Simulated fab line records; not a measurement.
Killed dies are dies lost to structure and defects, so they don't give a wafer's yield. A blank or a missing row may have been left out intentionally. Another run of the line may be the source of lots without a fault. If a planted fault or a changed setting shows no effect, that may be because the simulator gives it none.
Which tool was responsible? -- flow rit cmos -- 42 wafers from 14 lots sampled at 6 of the route's 202 steps

## WHAT THE GAUGES READ, wafer by wafer
RIT_PWELL_OVL_MEAS_06. Usual: for PWELL_OVL the level is -0.7 nm and the standard deviation is 1.5.
lot,measured,on,PWELL_OVL (nm),flag
L889,day 1 22:56,overlay-02,1.0 1.2 -0.2,
L890,day 2 03:05,overlay-01,-3.6 -1.8 -1.1,
L893,day 2 18:28,overlay-01,-1.7 -1.1 -2.6,
L894,day 2 23:00,overlay-01,1.0 1.1 3.0,
L897,day 3 15:22,overlay-02,-3.6 -2.1 -0.4,
L901,day 4 09:57,overlay-01,-1.6 -0.6 -0.6,
L902,day 4 15:41,overlay-02,-2.0 -2.0 -0.8,
L903,day 4 19:48,overlay-01,0.7 0.1 0.7,
L904,day 5 00:49,overlay-02,-0.9 0.1 1.4,
L906,day 5 12:00,overlay-02,-0.3 -0.8 -1.3,
L907,day 5 16:10,overlay-02,-1.2 0.3 0.0,
L908,day 5 20:58,overlay-01,-0.6 1.1 -0.3,
L911,day 6 11:52,overlay-01,-3.0 -2.7 -3.3,
L912,day 6 17:03,overlay-02,-1.1 -2.5 -3.1,

RIT_WELLDRIVE_RS_MEAS_02: uses a four-point probe to measure. Usual: for PWELL_RS the level is 429.5 ohm/sq and the standard deviation is 1.2.
lot,measured,on,PWELL_RS (ohm/sq),flag
L889,day 2 04:48,film metro-02,429.7 430.5 429.4,
L890,day 2 09:44,film metro-02,426.5 427.6 426.9,
L893,day 3 00:20,film metro-02,428.6 427.5 428.8,
L894,day 3 05:01,film metro-04,428.3 429.6 429.9,
L897,day 3 21:14,film metro-02,430.5 429.1 430.3,
L901,day 4 15:52,film metro-03,429.7 430.0 429.3,
L902,day 4 21:37,film metro-03,429.1 431.1 429.8,
L903,day 5 02:13,film metro-02,428.7 429.1 427.8,
L904,day 5 06:43,film metro-04,427.9 428.0 429.0,
L906,day 5 17:53,film metro-02,431.0 429.7 430.1,
L907,day 5 22:41,film metro-02,429.3 430.4 432.2,
L908,day 6 03:35,film metro-02,431.1 431.2 430.5,
L911,day 6 18:39,film metro-02,428.5 428.8 427.5,
L912,day 6 22:56,film metro-03,430.1 429.6 429.2,

RIT_NLDD_OVL_MEAS_06. Usual: for NLDD_OVL the level is 0.2 nm and the standard deviation is 1.1.
lot,measured,on,NLDD_OVL (nm),flag
L889,day 2 17:27,overlay-02,-1.2 0.3 -1.1,
L890,day 2 23:10,overlay-01,1.7 2.4 2.2,
L893,day 3 13:00,overlay-01,-0.4 -3.1 -1.4,
L894,day 3 17:53,overlay-02,1.1 1.6 0.6,
L897,day 4 10:09,overlay-01,0.1 0.6 -0.8,
L901,day 5 06:46,overlay-01,2.2 0.6 2.4,
L902,day 5 10:04,overlay-01,1.1 0.3 -1.2,
L903,day 5 15:38,overlay-01,-0.3 -1.2 -0.7,
L904,day 5 19:37,overlay-01,-1.2 1.0 1.1,
L906,day 6 07:29,overlay-02,0.5 1.6 1.6,
L907,day 6 11:55,overlay-02,0.8 0.8 -0.6,
L908,day 6 15:59,overlay-01,-2.1 2.0 -0.4,
L911,day 7 09:21,overlay-02,0.6 0.9 -0.2,
L912,day 7 13:43,overlay-01,-0.4 -0.2 -1.0,

RIT_NLDD_TW_MEAS_10. Usual: for NLDD_TW the level is 2491 and the standard deviation is 21.
lot,measured,on,NLDD_TW,flag
L889,day 2 18:05,film metro-01,2509 2500 2506,
L890,day 2 23:43,film metro-03,2498 2492 2504,
L893,day 3 13:31,film metro-04,2468 2469 2470,
L894,day 3 18:25,film metro-04,2478 2496 2487,
L897,day 4 10:40,film metro-01,1557 1548 1545,OFF
L901,day 5 07:17,film metro-03,2506 2517 2505,
L902,day 5 10:35,film metro-04,1561 1534 1545,OFF
L903,day 5 16:09,film metro-04,2453 2441 2452,
L904,day 5 20:08,film metro-03,2510 2517 2528,
L906,day 6 08:00,film metro-03,2499 2500 2498,
L907,day 6 12:26,film metro-03,2513 2512 2493,
L908,day 6 16:30,film metro-04,2460 2467 2459,
L911,day 7 09:52,film metro-04,2485 2455 2446,
L912,day 7 14:14,film metro-04,2463 2453 2450,

RIT_SDANNEAL_RS_MEAS_07: uses a four-point probe to measure. Usual: for NLDD_RS the level is 151.6 ohm/sq and the standard deviation is 0.47.
lot,measured,on,NLDD_RS (ohm/sq),flag
L889,day 3 01:49,film metro-04,150.9 151.6 151.4,
L890,day 3 07:41,film metro-04,152.0 151.7 151.7,
L893,day 3 21:22,film metro-04,151.5 152.1 152.3,
L894,day 4 02:31,film metro-04,151.7 150.8 151.3,
L897,day 4 18:24,film metro-03,515.8 517.8 522.5,OFF
L901,day 5 15:10,film metro-03,151.1 151.5 151.7,
L902,day 5 18:29,film metro-03,507.2 509.1 510.0,OFF
L903,day 6 00:10,film metro-03,152.5 153.1 152.2,
L904,day 6 04:03,film metro-04,151.1 151.4 151.5,
L906,day 6 15:59,film metro-04,152.3 152.2 152.0,
L907,day 6 20:22,film metro-03,151.3 151.0 151.9,
L908,day 7 00:32,film metro-03,151.8 151.9 152.2,
L911,day 7 18:06,film metro-03,150.6 151.7 152.2,
L912,day 7 22:06,film metro-04,151.3 151.6 151.1,

## TOOL THAT RAN EACH LOT (tool first, then ch and the chambers of the sampled wafers, then the start)
lot,RIT_NLDD_IMPLANT_08
L889,"implanter-03 ch 0, day 2 17:46"
L890,"implanter-01 ch 0, day 2 23:23"
L893,"implanter-02 ch 0, day 3 13:11"
L894,"implanter-01 ch 0, day 3 18:07"
L897,"implanter-01 ch 0, day 4 10:20"
L901,"implanter-03 ch 0, day 5 07:01"
L902,"implanter-01 ch 0, day 5 10:19"
L903,"implanter-03 ch 0, day 5 15:50"
L904,"implanter-02 ch 0, day 5 19:50"
L906,"implanter-03 ch 0, day 6 07:41"
L907,"implanter-02 ch 0, day 6 12:08"
L908,"implanter-03 ch 0, day 6 16:10"
L911,"implanter-03 ch 0, day 7 09:32"
L912,"implanter-02 ch 0, day 7 13:55"
- RIT_NLDD_IMPLANT_08

## WHAT THE TOOLS THEMSELVES READ (means of the sampled wafers that have a number; where no wafer has one, the mark that the record gives instead)
RIT_NLDD_IMPLANT_08. Usual: dose ions cm2 5e+14, standard deviation 5.8e+11; end station pressure torr 6.2e-06 Torr, standard deviation 3.5e-07; faraday current uA 1575, standard deviation 32.
lot,tool,dose ions cm2,end station pressure torr (Torr),faraday current uA,flag
L889,implanter-03,5e+14,6.4e-06,1596,
L890,implanter-01,5e+14,6.3e-06,1553,
L893,implanter-02,5e+14,6.0e-06,1577,
L894,implanter-01,5e+14,6.3e-06,1561,
L897,implanter-01,1e+14,5.1e-06,312,OFF
L901,implanter-03,5e+14,6.6e-06,1565,
L902,implanter-01,1e+14,5.1e-06,318,OFF
L903,implanter-03,5e+14,6.5e-06,1593,
L904,implanter-02,5e+14,6.4e-06,1597,
L906,implanter-03,5e+14,6.0e-06,1603,
L907,implanter-02,5e+14,6.3e-06,1595,
L908,implanter-03,5e+14,6.4e-06,1564,
L911,implanter-03,5e+14,5.8e-06,1569,
L912,implanter-02,5e+14,6.2e-06,1584,

## THE ANSWER, worked out from the rows above alone
Rule: take the mean of a lot's wafers that have a number; if it is more than 3 standard deviations from the usual mean, the lot is off. A lot without any number at a reading at which 4 lots or more have one is off too. All remaining lots with rows at the step are treated as sound. Order of review: gauges by route order, followed by the tools' own readings, for which a lot's mean as printed above is used. At the first step where some lot is off, the reading lying furthest off is the one used; lots without a number count as furthest.
Off: L897, L902, seen at RIT_NLDD_TW_MEAS_10 (NLDD_TW).
If a tool, at a process step before that reading, ran all the lots that are off and no sound lot after the first of them, it fits. The gauges at RIT_NLDD_TW_MEAS_10 aren't tried: what is off there is off at RIT_SDANNEAL_RS_MEAS_07 too, on other tools, and a gauge's error can't cause that. One fits: implanter-01 at RIT_NLDD_IMPLANT_08. Its last sound lot is L894 (day 3 18:07), its first lot that is off L897 (day 4 10:20): a fault that began between those two fits.
The tool's own readings at RIT_NLDD_IMPLANT_08 bear it out: on the lots that are off they differ by more than 5 times the standard deviation of the sound lots' means. dose ions cm2 reads 1e+14 there against 5e+14 on the sound lots; end station pressure torr reads 5.1e-06 Torr there against 6.3e-06 Torr on the sound lots; faraday current uA reads 315 there against 1580 on the sound lots.

## WHAT THE SIMULATOR PUT IN
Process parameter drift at RIT_NLDD_IMPLANT_08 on implanter-01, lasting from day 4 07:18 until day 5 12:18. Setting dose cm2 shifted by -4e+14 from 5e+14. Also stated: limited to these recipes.
Lots struck among those shown: L897, L902. This agrees with what the rule above found.
